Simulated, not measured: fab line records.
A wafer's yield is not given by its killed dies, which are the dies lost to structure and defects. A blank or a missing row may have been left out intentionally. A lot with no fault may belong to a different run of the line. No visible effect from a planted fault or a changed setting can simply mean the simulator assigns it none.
The tool behind it: which one? | flow berkeley-cmos170 | route of 331 steps, sampled at 1 step: 7 lots, 21 wafers

== WHAT THE GAUGES SHOWED, per wafer ==
UCB170_ACTIVE_THK_MEAS_03.
lot  | measured    | on            | ACTIVE_OXIDE_THK (nm)
L976 | day 4 15:10 | film-metro-02 | 26.6 26.8 26.3
L980 | day 5 07:01 | film-metro-01 | 27.0 26.5 26.6
L982 | day 5 19:41 | film-metro-01 | 26.7 26.8 26.5
L989 | day 7 10:23 | film-metro-04 | 26.4 26.3 26.2
L992 | day 8 10:52 | film-metro-04 | 26.3 27.2 26.8
L996 | day 8 22:46 | film-metro-04 | 26.8 26.7 26.8
L998 | day 9 10:16 | film-metro-02 | 26.7 27.1 27.1

== WHAT TOOL EACH LOT RAN ON (gives the tool, then ch and the chambers of the sampled wafers, and finally the start) ==
The record shows no process step preceding these readings.

== THE ANSWER, worked out from the rows above alone ==
Rule: the usual values come from the lots themselves. The widest of any qualifying gaps counts: lots, ordered by their means at a reading, are off when they make up no more than a third of the lots, leave a main group of 4 or more, and stand apart from it by 3 or more times the standard deviation of that group's means. A main group is skipped when, at the precision printed for the reading in the tables above, its means are all equal. Also off: a lot with no number at a reading for which 4 or more lots have one. Any other lot the step has rows for is counted as sound.
Across all readings shown, no lot is off: no conclusion can be drawn from this.

== WHAT THE SIMULATOR HAD INSERTED ==
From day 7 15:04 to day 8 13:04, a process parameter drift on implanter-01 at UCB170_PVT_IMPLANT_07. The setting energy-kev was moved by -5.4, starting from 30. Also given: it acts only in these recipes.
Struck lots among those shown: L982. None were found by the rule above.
